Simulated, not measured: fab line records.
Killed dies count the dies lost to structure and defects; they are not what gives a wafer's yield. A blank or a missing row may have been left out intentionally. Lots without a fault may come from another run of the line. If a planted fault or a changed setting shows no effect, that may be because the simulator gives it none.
A struck lot beside a sound one -- flow rit-cmos -- 20 steps out of a route of 202
Sound: these wafers, L993.2, L993.5, L993.6. The struck wafers were L107.1, L107.3, L107.5. At the end, the cause is stated.
Order at every step that has rows: each side's tool, ch and its chambers, its first start. Under that, the readings that differ: sound wafers -- struck wafers -- difference of the means -- sigmas: that difference in standard deviations of wafers without a fault.
alike: words and numbers the same on both sides, and readings whose means are apart by under 2 such deviations; not compared: readings that were withheld, readings missing a value for some wafer, numbers with overlapping values and no deviation given by the record, and bounds like >300 which may hide the same value.
A row with sigmas, a row that says differs or no value, or rows on one side alone: a step with any of these is where the two part. Numbers that don't overlap but have no deviation are shown without sigmas and don't part them. A reading that every wafer of one side lacks parts them only if that side has two wafers or more.

RIT_PLDD_TW_MEAS_10:
  sound on film-metro-01 at day 3 00:28; struck on film-metro-01 at day 6 06:56
  alike: PLDD_TW
then, 4 steps without rows for these wafers: RIT_SPACER_CLEAN_00 (cleans in SC1, time 600 s); RIT_SPACER_CLEAN_01 (cleans in dHF, time 30 s); RIT_SPACER_CLEAN_02 (cleans in SC2, time 600 s); RIT_SPACER_CVD_03 (deposits Si3N4 from SiH2Cl2/NH3, target thk 250 nm, time 3300 s).
RIT_SPACER_THK_MEAS_04:
  sound on film-metro-02 at day 3 02:49; struck on film-metro-03 at day 6 09:19
  alike: SPACER_NITRIDE_THK
RIT_SPACER_ETCHBACK_05: etches Si3N4 in SF6/CHF3, stops on SiO2, target depth 250 nm, time 240 s.
  sound on rie-diel-01 ch 0,3, day 3 02:52; struck on rie-diel-01 ch 1,2,3, day 6 09:23
  alike: drypump-motor-current-A, oes-product-au, throttle-valve-pct
  not compared: rf-hours-counter-h
then, 5 steps without rows for these wafers: RIT_NSD_HMDS_00 (prime time 60 s); RIT_NSD_COAT_01 (resist thk 1000 nm); RIT_NSD_SOFTBAKE_02 (time 60 s); RIT_NSD_EXPOSE_03 (exposes mask M9, target cd 40700 nm); RIT_NSD_PEB_04.
RIT_NSD_DEVELOP_05: develop time 50 s.
  sound on litho-track-02 ch 0, day 3 03:00; struck on litho-track-01 ch 0, day 6 10:00
RIT_NSD_OVL_MEAS_06:
  sound on overlay-01 at day 3 03:59; struck on overlay-01 at day 6 10:30
  alike: NSD_OVL
then, 2 steps without rows for these wafers: RIT_NSD_HARDBAKE_07 (time 60 s); RIT_NSD_IMPLANT_08.
RIT_NSD_STRIP_09: strips in O2, time 180 s.
  sound on plasma-asher-01 ch 0,1, day 3 04:19; struck on plasma-asher-04 ch 0,1, day 6 10:50
  alike: drypump-motor-current-A
  not compared: rf-hours-counter-h
RIT_NSD_TW_MEAS_10:
  sound on film-metro-03 at day 3 04:30; struck on film-metro-04 at day 6 11:01
reading,sound,struck,difference,sigmas
NSD_TW,3081 3071 3094,30 30 30,-3052,-99 or more
then, 1 step without rows for these wafers: RIT_PSD_HMDS_00 (prime time 60 s).
RIT_M1_PROBE_99:
  sound on prober-02 at day 3 14:12; struck on prober-02 at day 6 20:43
reading,sound,struck,difference,sigmas
killed-at-front-end,6 6 3,264 264 264,+259,+86
killed-dies,6 6 4,264 264 264,+259,+86
killed-on-rim,1 1 1,70 70 70,+69,+49
killed-short,3 3 2,9 3 10,+5,+2
  alike: killed-at-contacts, killed-open

## WHERE THEY PART
At RIT_NSD_TW_MEAS_10 first; at RIT_M1_PROBE_99 last (within this record only).

WHY: what the simulator had put in
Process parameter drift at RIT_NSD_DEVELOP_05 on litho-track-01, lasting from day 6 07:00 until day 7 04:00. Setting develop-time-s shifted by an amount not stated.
